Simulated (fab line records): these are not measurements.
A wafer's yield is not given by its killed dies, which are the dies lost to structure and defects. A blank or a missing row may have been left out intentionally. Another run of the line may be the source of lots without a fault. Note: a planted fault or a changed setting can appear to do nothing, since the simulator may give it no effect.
2 desks looking at one fault -- flow berkeley_cmos170 -- only its own numbers are on each desk; what lay behind them is given at the end

== FROM THE METROLOGY DESK ==
What the gauges read, lot by lot, whatever tool the lot ran on: means of the sampled wafers that have a number. The brackets show how far a lot's mean lies from the usual mean; more than 4 standard deviations puts the lot out of limits, marked OUT.
Columns: A = cd_nm at UCB170_ACTIVE_CD_MEAS_13, usual 1199.8 nm; B = cd_nm at UCB170_CONTACT_CD_MEAS_15, usual 700.1 nm; C = cd_nm at UCB170_V1_CD_MEAS_12, usual 700.1 nm
lot,first seen here,A,B,C
L485,day 4 06:44,1199.6,700.2,699.3
L486,day 4 19:48,1200.0,700.7,701.0
L487,day 5 12:58,1199.5,701.3,700.9
L489,day 5 13:13,1197.7,700.4,701.1
L492,day 6 00:04,1200.7,699.5,700.0
L491,day 6 00:14,1201.1,700.2,699.9
L490,day 6 00:29,1194.3,698.0,699.7
L493,day 6 18:08,1199.6,698.0,701.6
L494,day 6 18:38,1191.8 (-5.7) OUT,698.6,700.4
L500,day 8 11:27,1201.0,699.2,698.6
L503,day 8 16:46,1198.7,699.9,700.7
L507,day 9 11:31,1199.4,699.6,700.7
L506,day 9 11:56,1200.7,699.9,700.0
L508,day 10 03:53,1197.9,704.3,699.7
This desk's verdict: out of limits on L494, starting with L494 at day 6 18:38 (cd_nm at UCB170_ACTIVE_CD_MEAS_13). In limits: L485, L486, L487, L489, L492, L491, L490, L493, L500, L503, L507, L506, L508.

== THE TOOL OWNER'S DESK: litho_track-03 ==
The tool's own readings at UCB170_ACTIVE_PEB_11, given as means over the sampled wafers that have a number, one for each lot that went through this tool. The brackets show how far a lot's mean lies from the usual mean; more than 4 standard deviations puts the lot out of limits, marked OUT.
Columns: A = chill_plate_temp_C at UCB170_ACTIVE_PEB_11, usual 23.01 C; B = heater_power_total_W at UCB170_ACTIVE_PEB_11, usual 56.80 W; C = plate_temp_C at UCB170_ACTIVE_PEB_11, usual 130.00 C
lot,first seen here,A,B,C
L485,day 4 06:08,23.11,56.81,129.93
L492,day 5 23:48,23.11,56.82,129.98
L490,day 6 00:13,23.03,57.41 (+12) OUT,130.97 (+7.0) OUT
L494,day 6 18:22,23.16,57.36 (+11) OUT,130.89 (+6.4) OUT
L507,day 9 11:14,23.07,56.81,130.17
L508,day 10 03:37,23.04,56.78,130.01
This desk's verdict: out of limits on L490, L494, starting with L490 at day 6 00:13 (heater_power_total_W at UCB170_ACTIVE_PEB_11). In limits: L485, L492, L507, L508.

== PUT TOGETHER ==
The tool owner's desk could have raised an alarm at day 6 00:13, on L490, L494.
On L494, the metrology desk was in a position to raise an alarm at day 6 18:38.
The metrology desk has L490 on record, within its limits.
Of the lots named, all ran UCB170_ACTIVE_PEB_11 on litho_track-03.

== WHAT HAD BEEN PUT IN BY THE SIMULATOR ==
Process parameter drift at UCB170_ACTIVE_PEB_11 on litho_track-03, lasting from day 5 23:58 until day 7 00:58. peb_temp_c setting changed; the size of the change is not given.
Shown lots that were struck: L490, L494.
Counting hours from when the fault started, the first reading out of limits came at 0 for the tool owner's desk and at 19 for the metrology desk.
